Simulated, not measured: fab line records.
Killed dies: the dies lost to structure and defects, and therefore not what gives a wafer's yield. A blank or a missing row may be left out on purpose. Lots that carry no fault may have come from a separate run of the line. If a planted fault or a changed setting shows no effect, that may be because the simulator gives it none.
Which tool was responsible? | flow berkeleyCmos170 | 13 lots, 39 wafers sampled, at 4 steps of a route of 331

WHAT THE GAUGES SHOWED, per wafer
UCB170_NVT_OVL_MEAS_06. Usual: NVT_OVL 3 nm, standard deviation 6.4.
lot  | measured     | on         | NVT_OVL (nm) | flag
L613 | day 5 11:25  | overlay-02 | -6 -12 -2    | 
L614 | day 5 11:41  | overlay-02 | 10 3 7       | 
L616 | day 5 16:00  | overlay-02 | 6 10 -4      | 
L618 | day 6 11:01  | overlay-02 | -2 1 -1      | 
L619 | day 6 11:17  | overlay-02 | 21 21 11     | 
L620 | day 7 02:14  | overlay-01 | 5 -1 14      | 
L622 | day 7 12:08  | overlay-02 | 5 7 10       | 
L625 | day 8 11:37  | overlay-02 | 5 0 17       | 
L627 | day 8 11:44  | overlay-01 | 10 12 1      | 
L630 | day 8 23:37  | overlay-02 | 5 -1 1       | 
L631 | day 9 05:11  | overlay-02 | -5 4 -1      | 
L633 | day 10 00:10 | overlay-01 | 11 16 -1     | 
L635 | day 10 00:32 | overlay-01 | 0 3 4        | 

UCB170_PVT_OVL_MEAS_06. Usual: PVT_OVL 2 nm, standard deviation 5.5.
lot  | measured     | on         | PVT_OVL (nm) | flag
L613 | day 5 13:58  | overlay-02 | 5 -5 -3      | 
L614 | day 5 14:05  | overlay-02 | -2 -4 6      | 
L616 | day 5 17:43  | overlay-02 | 7 11 7       | 
L618 | day 6 14:14  | overlay-02 | 3 1 -7       | 
L619 | day 6 14:07  | overlay-02 | 3 2 -1       | 
L620 | day 7 04:35  | overlay-02 | 0 5 4        | 
L622 | day 7 16:17  | overlay-01 | 8 -4 -4      | 
L625 | day 8 13:08  | overlay-01 | 1 3 3        | 
L627 | day 8 13:41  | overlay-02 | 2 -7 4       | 
L630 | day 9 04:04  | overlay-02 | -2 -1 1      | 
L631 | day 9 08:03  | overlay-01 | 14 14 4      | 
L633 | day 10 03:08 | overlay-01 | 5 13 8       | 
L635 | day 10 03:45 | overlay-02 | 10 7 5       | 

UCB170_NLDD_OVL_MEAS_07. Usual: NLDD_OVL 4 nm, standard deviation 4.5.
lot  | measured     | on         | NLDD_OVL (nm) | flag
L613 | day 6 10:53  | overlay-02 | 6 1 0         | 
L614 | day 6 10:01  | overlay-02 | 5 7 8         | 
L616 | day 6 10:14  | overlay-02 | -2 -2 2       | 
L618 | day 7 07:38  | overlay-02 | 11 7 2        | 
L619 | day 7 07:58  | overlay-01 | 0 -3 0        | 
L620 | day 7 23:28  | overlay-01 | 6 1 -2        | 
L622 | day 8 09:24  | overlay-02 | 2 -8 3        | 
L625 | day 9 05:58  | overlay-01 | -7 -1 -1      | 
L630 | day 9 19:44  | overlay-01 | 2 3 7         | 
L631 | day 10 03:10 | overlay-02 | -5 6 -1       | 
L633 | day 10 22:10 | overlay-02 | 2 -3 -2       | 
L635 | day 10 22:26 | overlay-02 | -1 6 2        | 

WHAT TOOL EACH LOT RAN ON (gives the tool, then ch and the chambers of the sampled wafers, and finally the start)
lot  | UCB170_GATE_ETCH_15
L613 | rieSi-02 ch 0,1,2, day 6 05:16
L614 | rieSi-01 ch 1,3, day 6 04:32
L616 | rieSi-02 ch 0,1,2, day 6 04:58
L618 | rieSi-02 ch 0,1,3, day 7 03:49
L619 | rieSi-01 ch 1,3, day 7 04:06
L620 | rieSi-02 ch 0,1,3, day 7 17:28
L622 | rieSi-02 ch 0,2,3, day 8 06:06
L625 | rieSi-01 ch 0,1,3, day 9 02:04
L627 | rieSi-02 ch 1,2,3, day 9 02:11
L630 | rieSi-01 ch 1,2,3, day 9 16:15
L631 | rieSi-01 ch 2,3, day 9 22:14
L633 | rieSi-01 ch 0,3, day 10 18:27
L635 | rieSi-01 ch 0,1, day 10 18:38
- UCB170_GATE_ETCH_15: etches poly-Si in HBr/Cl2, stops on SiO2, time 56.3 s, target depth 278.2 nm.

WHAT THE TOOLS THEMSELVES READ (means of the sampled wafers that have a number; where no wafer has one, the mark that the record gives instead)
UCB170_GATE_ETCH_15. Usual: drypumpMotorCurrentA 6.1 A, standard deviation 0.39; oesProductAu 0.831 a.u., standard deviation 0.013; throttleValvePct 26.38 %, standard deviation 0.17.
lot  | tool     | drypumpMotorCurrentA (A) | oesProductAu (a.u.) | throttleValvePct (%) | flag
L613 | rieSi-02 | 6.5                      | 0.833               | 26.33                | 
L614 | rieSi-01 | 6.0                      | 0.834               | 26.44                | 
L616 | rieSi-02 | 6.5                      | 0.834               | 26.33                | 
L618 | rieSi-02 | 6.2                      | 0.829               | 26.36                | 
L619 | rieSi-01 | 6.0                      | 0.825               | 26.45                | 
L620 | rieSi-02 | 6.2                      | 0.821               | 26.35                | 
L622 | rieSi-02 | 6.0                      | 0.823               | 26.43                | 
L625 | rieSi-01 | 6.1                      | 0.834               | 26.34                | 
L627 | rieSi-02 | 6.1                      | 0.793               | 26.31                | 
L630 | rieSi-01 | 6.0                      | 0.833               | 26.44                | 
L631 | rieSi-01 | 5.9                      | 0.837               | 26.60                | 
L633 | rieSi-01 | 6.0                      | 0.842               | 26.50                | 
L635 | rieSi-01 | 6.2                      | 0.838               | 26.24                | 

THE ANSWER, worked out from the rows above alone
Rule: a lot counts as off when the mean over its wafers that have a number is more than 3 standard deviations away from the usual mean. Also off: a lot with no number at a reading for which 4 or more lots have one. Any other lot the step has rows for is counted as sound. Order of review: gauges by route order, followed by the tools' own readings, for which a lot's mean as printed above is used. At the first step where some lot is off, the reading lying furthest off is the one used; lots without a number count as furthest.
Across all readings shown, no lot is off: no conclusion can be drawn from this.

WHAT THE SIMULATOR HAD PUT IN
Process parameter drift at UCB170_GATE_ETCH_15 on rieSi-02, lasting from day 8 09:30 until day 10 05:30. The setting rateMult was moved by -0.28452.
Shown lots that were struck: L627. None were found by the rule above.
